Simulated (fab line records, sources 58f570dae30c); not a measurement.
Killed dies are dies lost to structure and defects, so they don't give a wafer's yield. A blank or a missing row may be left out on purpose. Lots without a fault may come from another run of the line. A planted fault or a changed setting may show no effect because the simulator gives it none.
fab line records | flow berkeley_cmos170 | part 1 of 2: steps 1 to 24 of 34
record lots=5 wafers=15 last_day=12
route steps=331 shown PLDD@157 NLDD@158 SPACER@171 PSD@175 NSD@187
lots that met no fault: from a run of the same line without faults
start_h: hours from the record's first day to the start of the lot's first wafer shown | wait_h: hours since the lot's step before | " the same as in the row above | L1.1+2: a row that stands for several wafers | - no value, or no start given | * or withheld: withheld | < > ~ a bound
route shown NAME@n: a module of which the file shows steps, and the number in the route of the first | usual: mean/standard deviation of fault-free wafers | same: alike in all rows | chamber/n: place in a boat | sites: the reading at each site | _std_site: their standard deviation | _edge_site: outer sites' mean less inner sites' | radius_mm: how far each site lies from the wafer's centre | mask NAME#n: copy n | behind: the tool/chamber that last shaped the wafer | hold: why the lot was held/for how many hours/how that ended | device: the transistor (n, p or np) that didn't switch | end of line: the same wafers' tests at the end of the route | a step without rows: its recipe alone | killed: dies lost to structure and defects at the first sort, not the wafer's yield | map: a wafer's dies, x killed, . not, _ none there
set.NAME: the setting as run; set.NAME@STEP: as run at that earlier step | model.NAME: the simulator's own value behind a step, which no gauge read
lots at some steps of the route; a table a step, a row a wafer
services: from which hour (start_h, from the record's first day; less than 0 if before it) a tool's chamber was out of use, for how many hours, and why
## steps
# step UCB170_PLDD_CLEAN_12
# recipe chemistry=SPM temp_c=120 time_s=600
# usual temp_c=120.01/0.14
# columns lot.wafer tool chamber start_h wait_h temp_c
L077.2 wet_bench-03 1 172.78 0.0 119.84
L077.3 " 1 " " 119.86
L077.4 " 1 " " 119.99
L080.2 wet_bench-02 3 190.96 1.4 120.16
L080.5 " 3 " " 120.18
L080.6 " 3 " " 120.27
L081.1 wet_bench-02 2 190.96 1.7 119.98
L081.3 " 2 " " 120.03
L081.6 " 2 " " 119.95
L083.3 wet_bench-02 1 195.61 0.0 120.09
L083.5 " 1 " " 120.15
L083.6 " 1 " " 120.01
L092.1 wet_bench-01 1 241.71 0.1 119.86
L092.3 " 1 " " 120.00
L092.6 " 1 " " 120.07
# step UCB170_NLDD_HMDS_00
# recipe prime_time_s=60 prime_temp_c=100
# usual resist_line_temp_C=23.01/0.098
# columns lot.wafer tool chamber start_h wait_h resist_line_temp_C
L077.2 litho_track-01 0 172.98 0.0 22.98
L077.3 " 0 " " 22.99
L077.4 " 0 " " 23.08
L081.1 litho_track-04 0 191.14 0.0 23.11
L081.3 " 0 " " 23.08
L081.6 " 0 " " 23.01
L080.2 litho_track-01 0 191.35 0.2 22.94
L080.5 " 0 " " 22.96
L080.6 " 0 " " 22.99
L083.3 litho_track-04 0 196.51 0.7 23.03
L083.5 " 0 " " 23.03
L083.6 " 0 " " 22.98
L092.1 litho_track-01 0 241.88 0.0 23.02
L092.3 " 0 " " 22.97
L092.6 " 0 " " 22.99
# step UCB170_NLDD_COAT_01
# recipe resist=KrF spin_rpm=1500 resist_thk_nm=900
# usual resist_line_temp_C=23.01/0.1
# columns lot.wafer tool chamber start_h wait_h resist_line_temp_C
L077.2 litho_track-01 0 173.13 0.1 23.03
L077.3 " 0 " " 23.10
L077.4 " 0 " " 22.91
L081.1 litho_track-04 0 191.29 0.1 22.89
L081.3 " 0 " " 23.04
L081.6 " 0 " " 23.04
L080.2 litho_track-01 0 191.50 0.1 22.98
L080.5 " 0 " " 22.97
L080.6 " 0 " " 22.86
L083.3 litho_track-04 0 196.66 0.1 23.02
L083.5 " 0 " " 22.95
L083.6 " 0 " " 22.96
L092.1 litho_track-01 0 242.03 0.1 23.02
L092.3 " 0 " " 23.23
L092.6 " 0 " " 23.17
# step UCB170_NLDD_SOFTBAKE_02
# recipe resist=KrF temp_c=130 time_s=60
# usual resist_line_temp_C=22.98/0.11
# columns lot.wafer tool chamber start_h wait_h resist_line_temp_C
L077.2 litho_track-01 0 173.28 0.1 22.96
L077.3 " 0 " " 23.12
L077.4 " 0 " " 22.88
L081.1 litho_track-04 0 191.44 0.1 23.13
L081.3 " 0 " " 22.97
L081.6 " 0 " " 22.94
L080.2 litho_track-01 0 191.65 0.1 22.90
L080.5 " 0 " " 23.12
L080.6 " 0 " " 22.85
L083.3 litho_track-04 0 196.81 0.1 22.98
L083.5 " 0 " " 23.00
L083.6 " 0 " " 23.02
L092.1 litho_track-01 0 242.18 0.1 23.08
L092.3 " 0 " " 23.04
L092.6 " 0 " " 22.92
# step UCB170_NLDD_EXPOSE_03
# recipe mask_id=NSELECT na=0.5 sigma_outer=0.6 source_shape=conventional target_cd_nm=1200 dose_mj=30
# usual focus_offset_nm=0.0/0.55
# columns lot.wafer tool chamber start_h wait_h mask focus_offset_nm
L077.2 krf_scanner-01 0 173.73 0.4 NSELECT#0 0.1
L077.3 " 0 " " NSELECT#0 -0.3
L077.4 " 0 " " NSELECT#0 0.2
L081.1 krf_scanner-02 0 191.71 0.2 NSELECT#0 0.1
L081.3 " 0 " " NSELECT#0 0.9
L081.6 " 0 " " NSELECT#0 0.4
L080.2 krf_scanner-02 0 191.85 0.2 NSELECT#0 0.4
L080.5 " 0 " " NSELECT#0 1.0
L080.6 " 0 " " NSELECT#0 0.8
L083.3 krf_scanner-02 0 196.95 0.1 NSELECT#0 0.4
L083.5 " 0 " " NSELECT#0 0.3
L083.6 " 0 " " NSELECT#0 0.5
L092.1 krf_scanner-02 0 242.46 0.2 NSELECT#0 0.8
L092.3 " 0 " " NSELECT#0 0.0
L092.6 " 0 " " NSELECT#0 -0.2
# step UCB170_NLDD_PEB_04
# recipe peb_temp_c=130 peb_time_s=withheld resist=KrF
# usual resist_line_temp_C=23.01/0.1
# columns lot.wafer tool chamber start_h wait_h resist_line_temp_C
L077.2 litho_track-04 0 174.10 0.4 23.05
L077.3 " 0 " " 22.88
L077.4 " 0 " " 23.09
L081.1 litho_track-04 0 192.04 0.3 23.10
L081.3 " 0 " " 22.92
L081.6 " 0 " " 22.90
L080.2 litho_track-02 0 192.21 0.3 23.23
L080.5 " 0 " " 23.04
L080.6 " 0 " " 23.19
L083.3 litho_track-04 0 197.41 0.4 23.06
L083.5 " 0 " " 23.16
L083.6 " 0 " " 23.04
L092.1 litho_track-02 0 242.58 0.1 23.01
L092.3 " 0 " " 23.13
L092.6 " 0 " " 23.09
# step UCB170_NLDD_DEVELOP_05
# recipe developer=TMAH develop_time_s=45 resist=KrF dev_temp_c=21
# usual resist_line_temp_C=22.97/0.1
# columns lot.wafer tool chamber start_h wait_h resist_line_temp_C
L077.2 litho_track-04 0 - - 23.02
L077.3 " 0 " " 22.89
L077.4 " 0 " " 23.01
L081.1 litho_track-04 0 - - 22.88
L081.3 " 0 " " 22.87
L081.6 " 0 " " 22.91
L080.2 litho_track-02 0 - - 22.71
L080.5 " 0 " " 23.00
L080.6 " 0 " " 22.91
L083.3 litho_track-04 0 - - 22.83
L083.5 " 0 " " 22.86
L083.6 " 0 " " 22.81
L092.1 litho_track-02 0 - - 22.94
L092.3 " 0 " " 23.09
L092.6 " 0 " " 22.89
# step UCB170_NLDD_CD_MEAS_06
# recipe target_cd_nm=1200
# usual cd_nm=1200.2/1.5
# columns lot.wafer tool chamber start_h wait_h cd_nm
L077.2 cd_sem-02 - 174.37 - 1199.3
L077.3 " - " " 1200.0
L077.4 " - " " 1200.4
L081.1 cd_sem-01 - 192.31 - 1200.0
L081.3 " - " " 1200.8
L081.6 " - " " 1200.3
L080.2 cd_sem-01 - 192.48 - 1201.3
L080.5 " - " " 1200.9
L080.6 " - " " 1200.5
L083.3 cd_sem-02 - 197.72 - 1201.2
L083.5 " - " " 1201.6
L083.6 " - " " 1200.3
L092.1 cd_sem-02 - 242.85 - 1198.3
L092.3 " - " " 1197.3
L092.6 " - " " 1198.5
# step UCB170_NLDD_OVL_MEAS_07
# usual NLDD_OVL=4/7.5
# columns lot.wafer tool chamber start_h wait_h NLDD_OVL[nm]
L077.2 overlay-01 - 174.48 0.1 2
L077.3 " - " " -5
L077.4 " - " " 4
L081.1 overlay-01 - 192.43 0.1 9
L081.3 " - " " 8
L081.6 " - " " -1
L080.2 overlay-02 - 192.59 0.1 -13
L080.5 " - " " 0
L080.6 " - " " -1
L083.3 overlay-02 - 197.81 0.1 9
L083.5 " - " " 3
L083.6 " - " " -1
L092.1 overlay-02 - 242.97 0.1 4
L092.3 " - " " 4
L092.6 " - " " -7
# step UCB170_NLDD_IMPLANT_08
# recipe species=As dose_cm2=5e+13 energy_kev=30 tilt_deg=7 rotation_deg=0
# usual rotation_deg=0.000/0.02
# columns lot.wafer tool chamber start_h wait_h rotation_deg
L077.2 implanter-01 0 174.58 0.1 0.014
L077.3 " 0 " " -0.001
L077.4 " 0 " " 0.005
L081.1 implanter-01 0 192.47 0.0 0.034
L081.3 " 0 " " 0.039
L081.6 " 0 " " 0.024
L080.2 implanter-03 0 192.64 0.0 -0.009
L080.5 " 0 " " -0.031
L080.6 " 0 " " 0.005
L083.3 implanter-01 0 197.88 0.1 -0.024
L083.5 " 0 " " -0.018
L083.6 " 0 " " -0.005
L092.1 implanter-01 0 243.04 0.1 -0.019
L092.3 " 0 " " -0.009
L092.6 " 0 " " 0.017
# step UCB170_NLDD_IMPLANT_09
# recipe species=As dose_cm2=5e+13 energy_kev=30 tilt_deg=7 rotation_deg=180
# usual rotation_deg=180.00/0.029
# columns lot.wafer tool chamber start_h wait_h rotation_deg
L077.2 implanter-01 0 174.73 0.1 180.01
L077.3 " 0 " " 179.97
L077.4 " 0 " " 180.01
L081.1 implanter-01 0 192.62 0.1 180.00
L081.3 " 0 " " 180.05
L081.6 " 0 " " 180.00
L080.2 implanter-03 0 192.79 0.1 180.04
L080.5 " 0 " " 180.05
L080.6 " 0 " " 179.98
L083.3 implanter-01 0 198.03 0.1 179.99
L083.5 " 0 " " 179.94
L083.6 " 0 " " 179.95
L092.1 implanter-01 0 243.19 0.1 180.01
L092.3 " 0 " " 180.01
L092.6 " 0 " " 180.03
# step UCB170_NLDD_STRIP_10
# recipe chemistry=O2 power_w=400 pressure_mtorr=3500 platen_temp_c=withheld o2_flow_sccm=400 overash_fraction=0.5
# usual drypump_motor_current_A=6.00/0.26 o2_flow_sccm=400.0/1.2 oes_product_au=0.735/0.0039 strip_time_to_endpoint_s=21.60/0.059
# columns lot.wafer tool chamber start_h wait_h drypump_motor_current_A o2_flow_sccm oes_product_au rf_hours_counter_h strip_time_to_endpoint_s
L077.2 plasma_asher-03 1 174.85 0.1 5.58 400.1 0.728 47 21.57
L077.3 " 0 " " 6.13 402.8 0.737 - 21.63
L077.4 " 1 " " 5.58 399.3 0.744 - 21.55
L081.1 plasma_asher-03 0 192.77 0.1 6.15 401.4 0.735 49 21.70
L081.3 " 1 " " 5.61 400.5 0.731 - 21.67
L081.6 " 0 " " 6.14 399.2 0.735 - 21.73
L080.2 plasma_asher-01 1 192.92 0.1 5.76 398.6 0.727 36 21.58
L080.5 " 0 " " 6.30 399.3 0.728 - 21.65
L080.6 " 1 " " 5.73 399.6 0.730 - 21.64
L083.3 plasma_asher-03 0 198.17 0.1 6.14 400.2 0.737 - 21.54
L083.5 " 0 " " 6.16 398.8 0.734 - 21.51
L083.6 " 1 " " 5.57 399.2 0.740 - 21.55
L092.1 plasma_asher-01 0 243.34 0.1 6.27 399.5 0.735 42 21.57
L092.3 " 0 " " 6.29 399.2 0.738 - 21.61
L092.6 " 0 " " 6.30 397.5 0.739 - 21.59
# step UCB170_NLDD_TW_MEAS_11
# usual NLDD_TW=2222/15
# columns lot.wafer tool chamber start_h wait_h NLDD_TW
L077.2 film_metro-04 - 174.96 0.1 2204
L077.3 " - " " 2208
L077.4 " - " " 2208
L081.1 film_metro-04 - 192.87 0.1 2225
L081.3 " - " " 2225
L081.6 " - " " 2218
L080.2 film_metro-01 - 193.03 0.1 2237
L080.5 " - " " 2244
L080.6 " - " " 2225
L083.3 film_metro-02 - 198.25 0.1 2231
L083.5 " - " " 2230
L083.6 " - " " 2235
L092.1 film_metro-04 - 243.44 0.1 2202
L092.3 " - " " 2204
L092.6 " - " " 2205
# step UCB170_NLDD_CLEAN_12
# recipe chemistry=SPM temp_c=120 time_s=600
# usual temp_c=120.03/0.13
# columns lot.wafer tool chamber start_h wait_h temp_c
L077.2 wet_bench-04 0 175.01 0.0 119.92
L077.3 " 0 " " 120.18
L077.4 " 0 " " 119.88
L081.1 wet_bench-02 3 193.04 0.2 120.29
L081.3 " 3 " " 120.02
L081.6 " 3 " " 120.16
L080.2 wet_bench-02 2 193.21 0.2 120.19
L080.5 " 2 " " 120.17
L080.6 " 2 " " 120.03
L083.3 wet_bench-02 2 198.41 0.2 120.08
L083.5 " 2 " " 120.12
L083.6 " 2 " " 120.06
L092.1 wet_bench-02 1 243.50 0.1 119.84
L092.3 " 1 " " 119.79
L092.6 " 1 " " 119.84
# step UCB170_SPACER_CVD_00
# recipe material=SiO2 target_thk_nm=376 temp_c=390 precursor=TEOS/O2 time_s=45.89 rf_w=550 pressure_mtorr=9000
# usual heater_power_w=270/46 rf_fwd_power_W=544.3/1.9
# columns lot.wafer tool chamber start_h wait_h heater_power_w rf_fwd_power_W
L077.2 pecvd-04 1 175.19 0.0 255 544.5
L077.3 " 2 " " 262 545.6
L077.4 " 0 " " 257 544.4
L081.1 pecvd-02 2 193.21 0.0 327 546.0
L081.3 " 0 " " 275 543.5
L081.6 " 1 " " 255 544.2
L080.2 pecvd-04 2 193.39 0.0 347 541.5
L080.5 " 0 " " 315 545.9
L080.6 " 1 " " 215 543.3
L083.3 pecvd-03 1 198.59 0.0 282 546.1
L083.5 " 0 " " 214 544.5
L083.6 " 2 " " 245 546.2
L092.1 pecvd-04 1 243.68 0.0 270 544.6
L092.3 " 0 " " 279 544.6
L092.6 " 2 " " 296 542.7
# step UCB170_SPACER_THK_MEAS_01
# recipe reads=SiO2_of_SPACER_CVD_00
# usual SPACER_TEOS_THK=366/4.6
# columns lot.wafer tool chamber start_h wait_h SPACER_TEOS_THK[nm]
L077.2 film_metro-03 - 175.24 0.0 364
L077.3 " - " " 358
L077.4 " - " " 365
L081.1 film_metro-03 - 193.25 0.0 359
L081.3 " - " " 363
L081.6 " - " " 364
L080.2 film_metro-03 - 193.44 0.0 355
L080.5 " - " " 362
L080.6 " - " " 369
L083.3 film_metro-01 - 198.65 0.0 368
L083.5 " - " " 371
L083.6 " - " " 372
L092.1 film_metro-02 - 243.72 0.0 364
L092.3 " - " " 361
L092.6 " - " " 366
# step UCB170_SPACER_ANNEAL_02
# recipe temp_c=900 time_s=1800 ambient=N2
# usual spike_tc_centre_C=902.6/1.3
# columns lot.wafer tool chamber start_h wait_h spike_tc_centre_C
L077.2 furnace-01 0 180.50 5.3 903.3
L077.3 " 0 " " 901.7
L077.4 " 0 " " 901.4
L080.2 furnace-04 0 196.40 2.9 904.5
L080.5 " 0 " " 905.5
L080.6 " 0 " " 905.0
L081.1 furnace-04 0 196.40 3.1 905.6
L081.3 " 0 " " 905.6
L081.6 " 0 " " 903.2
L083.3 furnace-01 0 202.53 3.9 902.5
L083.5 " 0 " " 903.3
L083.6 " 0 " " 903.3
L092.1 furnace-01 0 246.88 3.2 903.0
L092.3 " 0 " " 903.5
L092.6 " 0 " " 901.9
# step UCB170_SPACER_ETCHBACK_03
# recipe stop_on=Si target=SiO2 chemistry=CHF3/CF4/Ar CHF3_flow_sccm=50 cf4_flow_sccm=10 Ar_flow_sccm=120 pressure_mtorr=200 rf_w=500 target_depth_a=3760 time_s=100
# usual drypump_motor_current_A=5.9/0.51 oes_product_au=0.873/0.019 rf_fwd_power_W=496.6/1.5 throttle_valve_pct=6.48/0.11
# columns lot.wafer tool chamber start_h wait_h drypump_motor_current_A oes_product_au rf_fwd_power_W rf_hours_counter_h throttle_valve_pct
L077.2 rie_diel-04 0 182.07 0.1 5.3 0.886 494.9 106 6.58
L077.3 " 2 " " 5.6 0.850 496.8 41 6.30
L077.4 " 3 " " 5.8 0.889 498.9 144 6.56
L080.2 rie_diel-03 1 197.90 0.0 5.2 0.882 498.1 135 6.49
L080.5 " 0 " " 5.5 0.884 497.9 - 6.47
L080.6 " 3 " " 5.9 0.859 497.2 - 6.38
L081.1 rie_diel-02 2 197.90 0.0 5.7 0.887 498.7 40 6.41
L081.3 " 0 " " 5.4 0.857 495.4 132 6.46
L081.6 " 3 " " 6.4 0.866 495.5 - 6.67
L083.3 rie_diel-02 3 204.03 0.0 6.4 0.864 496.0 13 6.66
L083.5 " 3 " " 6.3 0.867 496.5 - 6.65
L083.6 " 0 " " 5.4 0.874 499.4 - 6.45
L092.1 rie_diel-02 3 248.38 0.0 6.4 0.873 495.5 15 6.65
L092.3 " 0 " " 5.4 0.851 497.8 134 6.44
L092.6 " 2 " " 5.7 0.894 495.7 - 6.41
# step UCB170_PSD_HMDS_00
# recipe prime_time_s=60 prime_temp_c=100
# usual resist_line_temp_C=23.00/0.098
# columns lot.wafer tool chamber start_h wait_h resist_line_temp_C
L077.2 litho_track-01 0 182.55 0.4 23.08
L077.3 " 0 " " 23.12
L077.4 " 0 " " 23.00
L081.1 litho_track-03 0 198.34 0.4 23.06
L081.3 " 0 " " 22.88
L081.6 " 0 " " 23.04
L080.2 litho_track-01 0 198.48 0.5 23.10
L080.5 " 0 " " 23.01
L080.6 " 0 " " 23.08
L083.3 litho_track-01 0 204.34 0.3 23.14
L083.5 " 0 " " 22.95
L083.6 " 0 " " 23.17
L092.1 litho_track-01 0 248.72 0.3 22.98
L092.3 " 0 " " 23.07
L092.6 " 0 " " 22.98
# step UCB170_PSD_COAT_01
# recipe resist=KrF spin_rpm=1500 resist_thk_nm=900
# usual resist_line_temp_C=23.02/0.11
# columns lot.wafer tool chamber start_h wait_h resist_line_temp_C
L077.2 litho_track-01 0 182.70 0.1 23.02
L077.3 " 0 " " 23.03
L077.4 " 0 " " 22.82
L081.1 litho_track-03 0 198.49 0.1 22.99
L081.3 " 0 " " 22.91
L081.6 " 0 " " 23.09
L080.2 litho_track-01 0 198.63 0.1 23.18
L080.5 " 0 " " 22.93
L080.6 " 0 " " 23.24
L083.3 litho_track-01 0 204.49 0.1 23.05
L083.5 " 0 " " 23.02
L083.6 " 0 " " 22.96
L092.1 litho_track-01 0 248.87 0.1 23.09
L092.3 " 0 " " 23.04
L092.6 " 0 " " 23.01
# step UCB170_PSD_SOFTBAKE_02
# recipe resist=KrF temp_c=130 time_s=60
# usual resist_line_temp_C=23.00/0.1
# columns lot.wafer tool chamber start_h wait_h resist_line_temp_C
L077.2 litho_track-01 0 182.85 0.1 23.02
L077.3 " 0 " " 23.05
L077.4 " 0 " " 22.88
L081.1 litho_track-03 0 198.64 0.1 23.07
L081.3 " 0 " " 23.13
L081.6 " 0 " " 23.05
L080.2 litho_track-01 0 198.78 0.1 22.90
L080.5 " 0 " " 23.17
L080.6 " 0 " " 23.04
L083.3 litho_track-01 0 204.64 0.1 23.11
L083.5 " 0 " " 23.01
L083.6 " 0 " " 23.07
L092.1 litho_track-01 0 249.02 0.1 22.98
L092.3 " 0 " " 22.81
L092.6 " 0 " " 22.93
# step UCB170_PSD_EXPOSE_03
# recipe mask_id=PSELECT_MOD na=0.5 sigma_outer=0.6 source_shape=conventional target_cd_nm=1200 dose_mj=30
# usual focus_offset_nm=0.1/0.49
# columns lot.wafer tool chamber start_h wait_h mask focus_offset_nm
L077.2 krf_scanner-02 0 183.14 0.3 PSELECT_MOD#0 -0.2
L077.3 " 0 " " PSELECT_MOD#0 0.8
L077.4 " 0 " " PSELECT_MOD#0 0.3
L081.1 krf_scanner-02 0 - - PSELECT_MOD#0 0.3
L081.3 " 0 " " PSELECT_MOD#0 -0.6
L081.6 " 0 " " PSELECT_MOD#0 -0.8
L080.2 krf_scanner-01 0 199.12 0.3 PSELECT_MOD#0 0.0
L080.5 " 0 " " PSELECT_MOD#0 -0.2
L080.6 " 0 " " PSELECT_MOD#0 0.2
L083.3 krf_scanner-01 0 204.78 0.1 PSELECT_MOD#0 -1.1
L083.5 " 0 " " PSELECT_MOD#0 0.4
L083.6 " 0 " " PSELECT_MOD#0 0.2
L092.1 krf_scanner-01 0 249.29 0.2 PSELECT_MOD#0 0.3
L092.3 " 0 " " PSELECT_MOD#0 -0.4
L092.6 " 0 " " PSELECT_MOD#0 -0.4
# step UCB170_PSD_PEB_04
# recipe peb_temp_c=130 peb_time_s=withheld resist=KrF
# usual resist_line_temp_C=23.00/0.11
# columns lot.wafer tool chamber start_h wait_h resist_line_temp_C
L077.2 litho_track-03 0 183.34 0.2 23.07
L077.3 " 0 " " 23.23
L077.4 " 0 " " 23.08
L081.1 litho_track-04 0 - - 22.90
L081.3 " 0 " " 22.98
L081.6 " 0 " " 22.96
L080.2 litho_track-03 0 200.09 1.0 23.01
L080.5 " 0 " " 23.14
L080.6 " 0 " " 23.07
L083.3 litho_track-03 0 205.40 0.6 23.18
L083.5 " 0 " " 23.13
L083.6 " 0 " " 23.02
L092.1 litho_track-04 0 249.50 0.2 22.99
L092.3 " 0 " " 22.91
L092.6 " 0 " " 23.01
# step UCB170_PSD_DEVELOP_05
# recipe developer=TMAH develop_time_s=45 resist=KrF dev_temp_c=21
# usual resist_line_temp_C=22.99/0.1
# columns lot.wafer tool chamber start_h wait_h resist_line_temp_C
L077.2 litho_track-03 0 - - 22.93
L077.3 " 0 " " 23.08
L077.4 " 0 " " 23.12
L081.1 litho_track-04 0 - - 22.97
L081.3 " 0 " " 23.25
L081.6 " 0 " " 23.06
L080.2 litho_track-03 0 - - 23.03
L080.5 " 0 " " 22.75
L080.6 " 0 " " 22.87
L083.3 litho_track-03 0 - - 23.06
L083.5 " 0 " " 22.87
L083.6 " 0 " " 23.07
L092.1 litho_track-04 0 - - 23.05
L092.3 " 0 " " 23.23
L092.6 " 0 " " 23.15
